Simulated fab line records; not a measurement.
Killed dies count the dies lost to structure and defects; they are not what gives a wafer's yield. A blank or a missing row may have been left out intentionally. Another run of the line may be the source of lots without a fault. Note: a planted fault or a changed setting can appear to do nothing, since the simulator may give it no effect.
Which tool is to blame? | flow rit-cmos | Sampling: 13 lots, 39 wafers, 4 of 202 route steps

== WHAT EACH GAUGE READ, for each wafer ==
RIT_ACTIVE_CD_MEAS_11 targets a cd of 1400 nm. Usual: 1399.7 nm for cd-nm, sd 2.2.
lot  | measured    | on        | cd-nm (nm)           | flag
L144 | day 1 19:29 | cd-sem-02 | 1398.5 1400.8 1399.5 |
L145 | day 2 00:26 | cd-sem-01 | 1397.0 1396.3 1398.1 |
L146 | day 2 05:34 | cd-sem-02 | 1402.2 1404.2 1403.1 |
L147 | day 2 10:35 | cd-sem-01 | 1399.5 1398.6 1398.3 |
L148 | day 2 15:34 | cd-sem-01 | 1401.4 1402.0 1401.9 |
L149 | day 2 20:37 | cd-sem-02 | 1397.9 1400.7 1397.5 |
L152 | day 3 11:50 | cd-sem-02 | 1401.7 1403.0 1401.9 |
L159 | day 4 23:20 | cd-sem-01 | 1397.5 1396.4 1397.9 |
L160 | day 5 03:37 | cd-sem-02 | 1398.9 1401.3 1399.1 |
L161 | day 5 09:11 | cd-sem-02 | 1396.5 1396.8 1397.2 |
L163 | day 5 18:35 | cd-sem-01 | 1399.5 1400.8 1398.9 |
L165 | day 6 04:30 | cd-sem-02 | 1402.2 1401.5 1400.8 |
L166 | day 6 09:38 | cd-sem-01 | 1396.6 1399.3 1398.0 |

RIT_FOX2_THK_MEAS_01. Usual: FOX2_OXIDE_THK typically reads 352 nm, with standard deviation 5.8.
lot  | measured    | on            | FOX2_OXIDE_THK (nm) | flag
L144 | day 1 23:20 | film-metro-02 | 357 361 356         |
L145 | day 2 04:19 | film-metro-02 | 352 352 350         |
L146 | day 2 09:46 | film-metro-03 | 365 359 365         |
L147 | day 2 15:56 | film-metro-03 | 351 350 349         |
L148 | day 2 19:27 | film-metro-03 | 348 344 352         |
L149 | day 3 00:31 | film-metro-01 | 366 365 368         |
L152 | day 3 16:37 | film-metro-03 | 354 351 350         |
L159 | day 5 03:27 | film-metro-01 | 346 351 347         |
L160 | day 5 08:49 | film-metro-02 | 357 352 353         |
L161 | day 5 13:02 | film-metro-01 | 353 353 354         |
L163 | day 5 22:26 | film-metro-01 | 356 347 351         |
L165 | day 6 09:02 | film-metro-02 | 348 353 355         |
L166 | day 6 13:31 | film-metro-02 | 349 353 349         |

RIT_SDANNEAL_RS_MEAS_07: the measuring method here is four-point-probe. Usual: NLDD_RS typically reads 152.7 ohm/sq, with standard deviation 0.54.
lot  | measured    | on            | NLDD_RS (ohm/sq)  | flag
L144 | day 3 07:02 | film-metro-02 | 152.8 153.4 152.6 |
L145 | day 3 11:38 | film-metro-01 | 152.8 152.9 152.8 |
L146 | day 3 16:42 | film-metro-02 | 152.5 152.4 152.8 |
L147 | day 3 23:07 | film-metro-04 | 152.8 153.2 152.8 |
L148 | day 4 03:34 | film-metro-04 | 152.2 151.9 152.2 |
L149 | day 4 08:05 | film-metro-02 | 152.8 152.8 152.8 |
L152 | day 5 00:16 | film-metro-01 | 152.0 152.2 152.1 |
L159 | day 6 10:38 | film-metro-04 | 153.3 154.0 153.5 |
L160 | day 6 15:46 | film-metro-04 | 152.7 153.2 152.8 |
L161 | day 6 20:56 | film-metro-01 | 152.7 153.0 153.0 |
L163 | day 7 06:13 | film-metro-01 | 152.2 152.4 152.4 |
L165 | day 7 16:01 | film-metro-01 | 153.0 152.8 152.7 |
L166 | day 7 20:19 | film-metro-01 | 153.1 153.1 153.1 |

== WHICH TOOL RAN EACH LOT (tool, then ch and the chambers of the sampled wafers, then the start) ==
lot  | RIT_GATE_CLEAN_04
L144 | wet-bench-04 ch 0, day 2 12:32
L145 | wet-bench-02 ch 3, day 2 17:45
L146 | wet-bench-02 ch 1, day 2 23:09
L147 | wet-bench-02 ch 0, day 3 05:26
L148 | wet-bench-01 ch 2, day 3 09:35
L149 | wet-bench-02 ch 3, day 3 13:52
L152 | wet-bench-01 ch 2, day 4 05:58
L159 | wet-bench-04 ch 2, day 5 16:32
L160 | wet-bench-01 ch 0, day 5 22:10
L161 | wet-bench-01 ch 0, day 6 02:32
L163 | wet-bench-01 ch 0, day 6 11:41
L165 | wet-bench-04 ch 2, day 6 22:16
L166 | wet-bench-04 ch 3, day 7 02:59
- RIT_GATE_CLEAN_04: cleans in dHF, time 60 s.

== WHAT THE TOOLS THEMSELVES READ (means of the sampled wafers that have a number; where no wafer has one, the mark that the record gives instead) ==
RIT_GATE_CLEAN_04. Usual: 87.2 s for run-length-s, sd 2.2.
lot  | tool         | run-length-s (s) | flag
L144 | wet-bench-04 | 85.8             |
L145 | wet-bench-02 | 86.3             |
L146 | wet-bench-02 | 87.7             |
L147 | wet-bench-02 | 86.8             |
L148 | wet-bench-01 | 92.8             |
L149 | wet-bench-02 | 55.6             | OFF
L152 | wet-bench-01 | 86.0             |
L159 | wet-bench-04 | 87.4             |
L160 | wet-bench-01 | 86.4             |
L161 | wet-bench-01 | 85.7             |
L163 | wet-bench-01 | 85.0             |
L165 | wet-bench-04 | 86.3             |
L166 | wet-bench-04 | 86.4             |

== THE ANSWER, worked out from the rows above alone ==
Rule: a lot counts as off when the mean over its wafers that have a number is more than 3 standard deviations away from the usual mean. A lot without any number at a reading at which 4 lots or more have one is off too. Where the step has rows for the other lots, those lots are counted as sound. First the gauges in route order, then the tools' own readings, where a lot's mean is used as printed above. The first step at which some lot is off is used, and at that step the reading that is off furthest; a lot without a number counts as furthest.
Off at RIT_GATE_CLEAN_04 (run-length-s): L149.
If a tool, at that step or one of the process steps before it, ran each lot that is off and ran no sound lot following the first of them, it fits. One fits: RIT_GATE_CLEAN_04 on wet-bench-02. Its last sound lot is L147 (day 3 05:26), its first lot that is off L149 (day 3 13:52): a fault that began between those two fits.
The tool's own readings at RIT_GATE_CLEAN_04 bear it out: on the lots that are off they differ by more than 5 times the standard deviation of the sound lots' means. run-length-s reads 55.6 s there against 86.9 s on the sound lots.

== WHAT WAS PUT IN BY THE SIMULATOR ==
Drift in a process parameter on wet-bench-02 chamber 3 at RIT_GATE_CLEAN_04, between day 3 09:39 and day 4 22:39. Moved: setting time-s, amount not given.
Shown lots that were struck: L149. The rule given above showed the same thing.
